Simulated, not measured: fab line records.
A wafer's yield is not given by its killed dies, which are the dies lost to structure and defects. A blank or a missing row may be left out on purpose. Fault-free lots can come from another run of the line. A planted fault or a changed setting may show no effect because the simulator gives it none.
The tool behind it: which one? / flow rit-cmos / 13 lots with 39 wafers sampled at 6 steps, on a route of 202 steps

WHAT THE GAUGES READ, wafer by wafer
RIT_PWELL_OVL_MEAS_06.
lot=L321; measured=day 2 05:22; on=overlay-01; PWELL_OVL (nm)=0.3 -0.3 -0.9
lot=L322; measured=day 2 08:17; on=overlay-01; PWELL_OVL (nm)=1.1 -1.5 -0.7
lot=L323; measured=day 2 13:04; on=overlay-01; PWELL_OVL (nm)=0.5 0.2 -1.3
lot=L324; measured=day 2 18:05; on=overlay-02; PWELL_OVL (nm)=0.6 -1.6 -0.7
lot=L325; measured=day 3 01:19; on=overlay-02; PWELL_OVL (nm)=-0.5 -0.1 -1.4
lot=L326; measured=day 3 05:01; on=overlay-01; PWELL_OVL (nm)=-2.9 -2.0 -1.3
lot=L327; measured=day 3 10:05; on=overlay-02; PWELL_OVL (nm)=1.1 -2.9 -0.7
lot=L335; measured=day 5 01:16; on=overlay-02; PWELL_OVL (nm)=0.0 0.6 1.3
lot=L336; measured=day 5 06:01; on=overlay-01; PWELL_OVL (nm)=-1.8 -2.6 -1.5
lot=L339; measured=day 5 23:59; on=overlay-01; PWELL_OVL (nm)=-1.3 -3.4 -0.5
lot=L340; measured=day 6 07:28; on=overlay-01; PWELL_OVL (nm)=-0.3 -1.3 -2.1
lot=L341; measured=day 6 11:49; on=overlay-01; PWELL_OVL (nm)=-1.1 0.2 -1.4
lot=L342; measured=day 6 14:31; on=overlay-02; PWELL_OVL (nm)=0.0 0.1 1.2

RIT_NRETRO_OVL_MEAS_06.
lot=L321; measured=day 2 12:22; on=overlay-02; NRETRO_OVL (nm)=0.6 1.8 3.1
lot=L322; measured=day 2 15:28; on=overlay-01; NRETRO_OVL (nm)=-1.6 -0.2 -1.0
lot=L323; measured=day 2 20:04; on=overlay-01; NRETRO_OVL (nm)=0.5 -1.6 -0.2
lot=L324; measured=day 3 01:02; on=overlay-01; NRETRO_OVL (nm)=0.6 -1.0 0.9
lot=L325; measured=day 3 08:11; on=overlay-02; NRETRO_OVL (nm)=-0.2 0.7 -0.3
lot=L326; measured=day 3 11:54; on=overlay-02; NRETRO_OVL (nm)=-1.7 0.0 -1.2
lot=L327; measured=day 3 16:58; on=overlay-02; NRETRO_OVL (nm)=- - -
lot=L335; measured=day 5 08:09; on=overlay-01; NRETRO_OVL (nm)=-0.9 0.5 -0.3
lot=L336; measured=day 5 14:25; on=overlay-01; NRETRO_OVL (nm)=0.3 -0.9 -1.3
lot=L339; measured=day 6 07:56; on=overlay-01; NRETRO_OVL (nm)=-1.7 -2.1 -1.6
lot=L340; measured=day 6 14:20; on=overlay-01; NRETRO_OVL (nm)=-1.1 -1.4 -1.4
lot=L341; measured=day 6 19:38; on=overlay-02; NRETRO_OVL (nm)=-2.8 -3.4 -3.4
lot=L342; measured=day 6 22:02; on=overlay-02; NRETRO_OVL (nm)=-1.3 -0.7 -1.2

RIT_NRETRO_TW_MEAS_10.
lot=L321; measured=day 2 12:58; on=film-metro-02; NRETRO_TW=1051 1057 1050
lot=L322; measured=day 2 16:04; on=film-metro-02; NRETRO_TW=1049 1050 1052
lot=L323; measured=day 2 20:41; on=film-metro-02; NRETRO_TW=1049 1054 1047
lot=L324; measured=day 3 01:39; on=film-metro-01; NRETRO_TW=1060 1065 1068
lot=L325; measured=day 3 08:50; on=film-metro-02; NRETRO_TW=1042 1044 1046
lot=L326; measured=day 3 12:31; on=film-metro-04; NRETRO_TW=1059 1057 1052
lot=L327; measured=day 3 17:34; on=film-metro-04; NRETRO_TW=30 30 30
lot=L335; measured=day 5 08:46; on=film-metro-04; NRETRO_TW=1057 1060 1058
lot=L336; measured=day 5 15:02; on=film-metro-04; NRETRO_TW=1052 1055 1054
lot=L339; measured=day 6 08:34; on=film-metro-04; NRETRO_TW=1054 1052 1054
lot=L340; measured=day 6 14:57; on=film-metro-01; NRETRO_TW=1060 1063 1060
lot=L341; measured=day 6 20:16; on=film-metro-04; NRETRO_TW=1051 1056 1048
lot=L342; measured=day 6 22:40; on=film-metro-04; NRETRO_TW=1046 1048 1048

RIT_PRETRO_TW_MEAS_10.
lot=L321; measured=day 2 14:31; on=film-metro-01; PRETRO_TW=486 483 483
lot=L322; measured=day 2 17:49; on=film-metro-01; PRETRO_TW=484 484 485
lot=L323; measured=day 2 22:20; on=film-metro-03; PRETRO_TW=474 475 471
lot=L324; measured=day 3 03:19; on=film-metro-01; PRETRO_TW=490 485 487
lot=L325; measured=day 3 10:23; on=film-metro-03; PRETRO_TW=470 471 471
lot=L326; measured=day 3 14:11; on=film-metro-01; PRETRO_TW=487 484 487
lot=L327; measured=day 3 19:07; on=film-metro-03; PRETRO_TW=1058 1062 1064
lot=L335; measured=day 5 10:26; on=film-metro-04; PRETRO_TW=483 481 486
lot=L336; measured=day 5 16:44; on=film-metro-03; PRETRO_TW=472 470 472
lot=L339; measured=day 6 10:16; on=film-metro-01; PRETRO_TW=482 484 483
lot=L340; measured=day 6 16:30; on=film-metro-01; PRETRO_TW=483 482 484
lot=L341; measured=day 6 22:03; on=film-metro-04; PRETRO_TW=479 479 478
lot=L342; measured=day 7 00:20; on=film-metro-04; PRETRO_TW=481 485 485

RIT_SDANNEAL_RS_MEAS_06: measurement is done with a four-point probe.
lot=L321; measured=day 3 08:20; on=film-metro-04; PLDD_RS (ohm/sq)=177.1 177.0 176.9
lot=L322; measured=day 3 11:44; on=film-metro-04; PLDD_RS (ohm/sq)=176.8 176.7 176.2
lot=L323; measured=day 3 16:38; on=film-metro-04; PLDD_RS (ohm/sq)=176.6 177.3 177.0
lot=L324; measured=day 3 23:19; on=film-metro-04; PLDD_RS (ohm/sq)=176.4 175.7 176.4
lot=L325; measured=day 4 04:34; on=film-metro-04; PLDD_RS (ohm/sq)=177.6 177.2 177.2
lot=L326; measured=day 4 07:49; on=film-metro-04; PLDD_RS (ohm/sq)=176.3 176.8 177.1
lot=L327; measured=day 4 12:53; on=film-metro-04; PLDD_RS (ohm/sq)=175.8 176.3 176.9
lot=L335; measured=day 6 05:43; on=film-metro-02; PLDD_RS (ohm/sq)=177.0 176.8 177.2
lot=L336; measured=day 6 17:00; on=film-metro-04; PLDD_RS (ohm/sq)=177.2 177.6 177.0
lot=L339; measured=day 7 06:02; on=film-metro-02; PLDD_RS (ohm/sq)=176.7 176.7 177.0
lot=L340; measured=day 7 10:21; on=film-metro-01; PLDD_RS (ohm/sq)=177.2 177.1 177.5
lot=L341; measured=day 7 15:16; on=film-metro-01; PLDD_RS (ohm/sq)=177.3 177.4 177.8
lot=L342; measured=day 7 17:29; on=film-metro-04; PLDD_RS (ohm/sq)=176.5 176.3 176.7

EACH LOT AND THE TOOL THAT RAN IT (in order: tool; ch and the chambers of the sampled wafers; start)
lot=L321; RIT_NRETRO_EXPOSE_03=iline-stepper-02 ch 0, day 2 11:56
lot=L322; RIT_NRETRO_EXPOSE_03=iline-stepper-01 ch 0, day 2 15:02
lot=L323; RIT_NRETRO_EXPOSE_03=iline-stepper-02 ch 0, day 2 19:38
lot=L324; RIT_NRETRO_EXPOSE_03=iline-stepper-02 ch 0, day 3 00:37
lot=L325; RIT_NRETRO_EXPOSE_03=iline-stepper-02 ch 0, day 3 07:46
lot=L326; RIT_NRETRO_EXPOSE_03=iline-stepper-02 ch 0, day 3 11:28
lot=L327; RIT_NRETRO_EXPOSE_03=iline-stepper-02 ch 0, day 3 16:32
lot=L335; RIT_NRETRO_EXPOSE_03=iline-stepper-02 ch 0, day 5 07:43
lot=L336; RIT_NRETRO_EXPOSE_03=iline-stepper-01 ch 0, day 5 14:00
lot=L339; RIT_NRETRO_EXPOSE_03=iline-stepper-01 ch 0, day 6 07:32
lot=L340; RIT_NRETRO_EXPOSE_03=iline-stepper-01 ch 0, day 6 13:54
lot=L341; RIT_NRETRO_EXPOSE_03=iline-stepper-02 ch 0, day 6 19:14
lot=L342; RIT_NRETRO_EXPOSE_03=iline-stepper-02 ch 0, day 6 21:30
- RIT_NRETRO_EXPOSE_03: exposes mask M4, target cd 43900 nm.

WHAT THE TOOLS THEMSELVES READ (means of the sampled wafers that have a number; where no wafer has one, the mark that the record gives instead)
RIT_NRETRO_EXPOSE_03.
lot=L321; tool=iline-stepper-02; reticle-temp-C (C)=22.96
lot=L322; tool=iline-stepper-01; reticle-temp-C (C)=23.07
lot=L323; tool=iline-stepper-02; reticle-temp-C (C)=23.01
lot=L324; tool=iline-stepper-02; reticle-temp-C (C)=22.94
lot=L325; tool=iline-stepper-02; reticle-temp-C (C)=22.92
lot=L326; tool=iline-stepper-02; reticle-temp-C (C)=22.95
lot=L327; tool=iline-stepper-02; reticle-temp-C (C)=23.04
lot=L335; tool=iline-stepper-02; reticle-temp-C (C)=23.06
lot=L336; tool=iline-stepper-01; reticle-temp-C (C)=23.08
lot=L339; tool=iline-stepper-01; reticle-temp-C (C)=23.11
lot=L340; tool=iline-stepper-01; reticle-temp-C (C)=23.10
lot=L341; tool=iline-stepper-02; reticle-temp-C (C)=22.94
lot=L342; tool=iline-stepper-02; reticle-temp-C (C)=22.92

THE ANSWER, worked out from the rows above alone
Rule: what is usual is taken from the lots themselves. The widest of any qualifying gaps counts: lots, ordered by their means at a reading, are off when they make up no more than a third of the lots, leave a main group of 4 or more, and stand apart from it by 3 or more times the standard deviation of that group's means. A main group whose means are all the same, to the digits that the tables above print for the reading, isn't used. A lot without any number at a reading at which 4 lots or more have one is off too. Any other lot the step has rows for is counted as sound. First the gauges in route order, then the tools' own readings, where a lot's mean is used as printed above. At the first step where some lot is off, the reading lying furthest off is the one used; lots without a number count as furthest.
Off: at RIT_NRETRO_OVL_MEAS_06 (NRETRO_OVL), L327. Without a number there: L327. For the main group the mean is -0.7 nm and the standard deviation 1.2.
If a tool, at a process step before that reading, ran all the lots that are off and no sound lot after the first of them, it fits. Not tried: the gauges at RIT_NRETRO_OVL_MEAS_06; whatever is off there is also off at RIT_NRETRO_TW_MEAS_10, on other tools, and gauge error can't account for it. No candidate that was tried fits.

WHAT THE SIMULATOR HAD INSERTED
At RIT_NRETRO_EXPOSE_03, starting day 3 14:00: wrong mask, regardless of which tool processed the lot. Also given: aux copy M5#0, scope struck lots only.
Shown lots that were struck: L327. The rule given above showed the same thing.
